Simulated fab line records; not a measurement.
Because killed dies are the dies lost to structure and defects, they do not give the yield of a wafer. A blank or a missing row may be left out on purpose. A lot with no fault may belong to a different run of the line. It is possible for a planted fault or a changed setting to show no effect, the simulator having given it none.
2 desks looking at one fault :: flow berkeley cmos170 :: every desk sees just its own numbers, and what lay behind them comes last

## DESK OF THE TOOL OWNER: litho track-04
At UCB170_ZERO_SOFTBAKE_02 (time 60 s), the tool's own readings, given per lot that ran on this tool as the mean of the sampled wafers with a number. Marked OUT: a lot whose mean sits more than 4 standard deviations from the usual mean, which makes it out of limits; the brackets give that distance.
Columns: A = run length s at UCB170_ZERO_SOFTBAKE_02, usual 89.19 s
lot: L330
first seen here: day 1 17:13
A: 89.15

lot: L337
first seen here: day 3 03:22
A: 89.10

lot: L338
first seen here: day 3 17:02
A: 89.21

lot: L342
first seen here: day 4 10:40
A: 89.22

lot: L343
first seen here: day 4 17:36
A: 89.19

lot: L347
first seen here: day 5 09:50
A: 89.08

lot: L350
first seen here: day 6 02:28
A: 102.50 (+89) OUT

lot: L351
first seen here: day 6 07:47
A: 102.46 (+88) OUT
Finding of this desk: L350, L351 out of limits; the first was L350 at day 6 02:28, on run length s at UCB170_ZERO_SOFTBAKE_02. L330, L337, L338, L342, L343, L347: within limits.

## AT THE METROLOGY DESK
What the gauges read for every lot (on any tool): the sampled wafers with a number, averaged. Marked OUT: a lot whose mean sits more than 4 standard deviations from the usual mean, which makes it out of limits; the brackets give that distance.
Columns: A = ACTIVE_OVL at UCB170_ACTIVE_OVL_MEAS_14, usual 2 nm; B = FIELD_OXIDE_LEFT_1_THK at UCB170_FIELD_THK_MEAS_90, usual 439 nm
lot: L330
first seen here: day 4 09:43
A: -6
B: 455

lot: L333
first seen here: day 5 10:26
A: 3
B: 450

lot: L335
first seen here: day 5 16:53
A: 1
B: 428

lot: L336
first seen here: day 6 08:16
A: 1
B: 453

lot: L337
first seen here: day 6 08:28
A: 9
B: 448

lot: L340
first seen here: day 6 16:54
A: -1
B: 438

lot: L338
first seen here: day 6 16:59
A: 2
B: 439

lot: L342
first seen here: day 7 10:22
A: 12
B: 444

lot: L341
first seen here: day 7 10:29
A: 14
B: 450

lot: L343
first seen here: day 7 19:31
A: 2
B: 436

lot: L347
first seen here: day 8 15:28
A: 5
B: 442

lot: L350
first seen here: day 9 04:19
A: -4
B: 432

lot: L351
first seen here: day 9 05:10
A: -0
B: 430

lot: L353
first seen here: day 9 13:22
A: -4
B: 447
Finding of this desk: none of the 14 lots has anything out of limits.

## ALL TOGETHER
The tool owner's desk had the chance to raise an alarm at day 6 02:28 on L350, L351.
At the metrology desk, nothing out of limits was observed.
The metrology desk has L350, L351 on record, within its limits.
Of the lots named, all ran UCB170_ZERO_SOFTBAKE_02 on litho track-04.

## WHAT THE SIMULATOR HAD PUT IN
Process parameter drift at UCB170_ZERO_SOFTBAKE_02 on litho track-04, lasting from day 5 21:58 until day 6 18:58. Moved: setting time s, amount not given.
Lots struck among those shown: L350, L351.
Each desk's first reading out of limits, in hours after the fault started: the tool owner's desk, 4.
